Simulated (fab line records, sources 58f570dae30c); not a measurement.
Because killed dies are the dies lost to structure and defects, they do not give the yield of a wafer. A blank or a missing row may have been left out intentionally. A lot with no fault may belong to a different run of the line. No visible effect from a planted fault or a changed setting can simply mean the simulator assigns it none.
What tool caused it? | flow berkeley_cmos170 | 7 lots with 21 wafers sampled at 3 steps, on a route of 331 steps

== WHAT THE GAUGES READ, wafer by wafer ==
UCB170_CONTACT_CD_MEAS_90: target cd 700 nm.
lot  | measured     | on        | cd_nm (nm)
L614 | day 7 13:27  | cd_sem-01 | 703.1 700.4 700.9
L620 | day 8 03:32  | cd_sem-02 | 698.2 698.0 699.2
L617 | day 8 08:15  | cd_sem-01 | - - -
L623 | day 8 16:34  | cd_sem-01 | 698.1 699.1 700.9
L627 | day 9 21:37  | cd_sem-02 | 697.2 698.0 697.5
L629 | day 10 04:38 | cd_sem-01 | 701.8 701.6 700.7
L633 | day 11 05:34 | cd_sem-01 | 700.2 702.6 698.9

== WHAT TOOL EACH LOT RAN ON (gives the tool, then ch and the chambers of the sampled wafers, and finally the start) ==
lot  | UCB170_CONTACT_ETCH_17             | UCB170_CONTACT_ETCH_18
L614 | rie_diel-03 ch 1,2, day 7 13:04    | rie_diel-03 ch 1,2, day 7 13:27 or earlier
L620 | rie_diel-03 ch 0,1,3, day 8 03:16  | rie_diel-03 ch 0,1,3, day 8 03:32 or earlier
L617 | rie_diel-04 ch 1,2,3, day 8 07:53  | rie_diel-04 ch 1,2,3, day 8 08:15 or earlier
L623 | rie_diel-02 ch 0,2,3, day 8 16:19  | rie_diel-02 ch 0,2,3, day 8 16:34 or earlier
L627 | rie_diel-04 ch 1,2, day 9 21:19    | rie_diel-04 ch 1,2, day 9 21:37 or earlier
L629 | rie_diel-04 ch 0,1,3, day 10 04:22 | rie_diel-04 ch 0,1,3, day 10 04:38 or earlier
L633 | rie_diel-02 ch 0,1,3, day 11 05:17 | rie_diel-02 ch 0,1,3, day 11 05:34 or earlier
- UCB170_CONTACT_ETCH_17: etches BARC in N2/H2.
- UCB170_CONTACT_ETCH_18: etches PSG in CHF3/CF4/Ar, stops on TiSi2, target depth 840 nm, time 195 s.

== THE ANSWER, worked out from the rows above alone ==
Rule: usual is defined by the lots themselves. Put in order of their means at a reading, lots are off if they are a third of the lots or fewer, leave a main group of 4 or more, and stand apart from it by a gap of 3 or more times the standard deviation of the main group's means; of several such gaps the widest counts. The tables above print the reading to a certain number of digits; a main group whose means all agree to those digits is not used. Also off: a lot with no number at a reading for which 4 or more lots have one. Any other lot the step has rows for is counted as sound.
Off at UCB170_CONTACT_CD_MEAS_90 (cd_nm): L617. Without a number there: L617. Main group: mean 699.8 nm, sd 1.5.
If a tool, at a process step before that reading, ran all the lots that are off and no sound lot after the first of them, it fits. The gauges at UCB170_CONTACT_CD_MEAS_90 are tried like those tools. With no start given for some of its lots, UCB170_CONTACT_ETCH_18 uses the hours and lot order of UCB170_CONTACT_CD_MEAS_90. No candidate that was tried fits.

== WHAT THE SIMULATOR HAD PUT IN ==
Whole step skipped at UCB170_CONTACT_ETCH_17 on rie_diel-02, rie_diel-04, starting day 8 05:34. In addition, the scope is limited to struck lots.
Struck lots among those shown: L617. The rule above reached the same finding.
